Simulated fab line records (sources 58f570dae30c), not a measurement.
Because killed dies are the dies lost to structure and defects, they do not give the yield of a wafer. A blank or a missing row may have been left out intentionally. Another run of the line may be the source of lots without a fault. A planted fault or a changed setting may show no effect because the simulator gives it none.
A struck lot beside a sound one -- flow berkeley cmos170 -- 14 out of 331 route steps
Sound: these wafers, L850.1, L850.4, L850.6. Struck: wafers L840.2, L840.4, L840.6. Last of all comes the cause.
At each step with rows: each side's tool, then ch and its chambers, then its first start. Under that, the readings that differ: sound wafers -- struck wafers -- difference of the means -- sigmas: that difference in standard deviations of wafers without a fault.
alike: words and numbers the same on both sides, and readings whose means are apart by under 2 such deviations; not compared: readings that were withheld, readings missing a value for some wafer, numbers with overlapping values and no deviation given by the record, and bounds like >300 which may hide the same value.
A row with sigmas, a row that says differs or no value, or rows on one side alone: a step with any of these is where the two part. Numbers that don't overlap but have no deviation are shown without sigmas and don't part them. Lack of a reading on every wafer of one side parts them only where that side has two or more wafers.

UCB170_V1_BOW_MEAS_03:
  struck on film metro-04, day 9 21:11; sound on film metro-04, day 12 04:24
  alike: V1_BOW
UCB170_V1_THK_MEAS_04:
  struck on film metro-04, day 9 21:17; sound on film metro-04, day 12 04:31
reading,sound,struck,difference,sigmas
V1_POLISHED_THK (nm),1001.0 1000.2 999.3,997.8 997.6 997.8,-2.4,-2
then, 7 steps without rows for these wafers: UCB170_V1_CLEAN_05 (cleans in DIW); UCB170_V1_HMDS_06 (prime time 60 s); UCB170_V1_COAT_07 (resist thk 900 nm); UCB170_V1_SOFTBAKE_08 (time 60 s); UCB170_V1_EXPOSE_09 (exposes mask VIA1, target cd 700 nm); UCB170_V1_PEB_10; UCB170_V1_DEVELOP_11 (develop time 45 s).
UCB170_V1_CD_MEAS_12: the cd target is 700 nm.
  struck on cd sem-01, day 9 23:02; sound on cd sem-02, day 12 05:51
  alike: cd nm
UCB170_V1_OVL_MEAS_13:
  struck on overlay-01, day 9 23:09; sound on overlay-02, day 12 05:58
  alike: V1_OVL
UCB170_V1_ETCH_14: etches SiO2 in CHF3/CF4/Ar, stops on Al, target depth 1250 nm, time 291 s.
  sound on rie diel-04 ch 0,1, day 12 06:00; struck on rie diel-03 ch 1,2,3, day 9 23:11
  alike: drypump motor current A, oes product au, rf fwd power W, throttle valve pct
  not compared: rf hours counter h
UCB170_V1_STRIP_15: strips in O2.
  sound on plasma asher-02 ch 0, day 12 06:11; struck on plasma asher-02 ch 1, day 9 23:22
  no value came back on the struck wafers for chamber pressure mTorr (mTorr), drypump motor current A (A), oes product au (a.u.), strip time to endpoint s (s); on the sound wafers chamber pressure mTorr (mTorr) reads 3502.3 3499.4 3501.4
reading,sound,struck,difference,sigmas
model.KrF_of_V1_COAT_07.thk nm (nm),0 0 0,608.1 608.3 606.4,+607.6,
  not compared: rf hours counter h
UCB170_V1_CD_MEAS_90: the cd target is 700 nm.
  struck on cd sem-02, day 9 23:29; sound on cd sem-02, day 12 06:17
  alike: cd nm

## WHERE THEY PART
Last at UCB170_V1_STRIP_15 as far as this record goes, first at UCB170_V1_THK_MEAS_04. Later steps at which nothing parts them and some readings are alike: UCB170_V1_CD_MEAS_90.

WHY: what the simulator had put in
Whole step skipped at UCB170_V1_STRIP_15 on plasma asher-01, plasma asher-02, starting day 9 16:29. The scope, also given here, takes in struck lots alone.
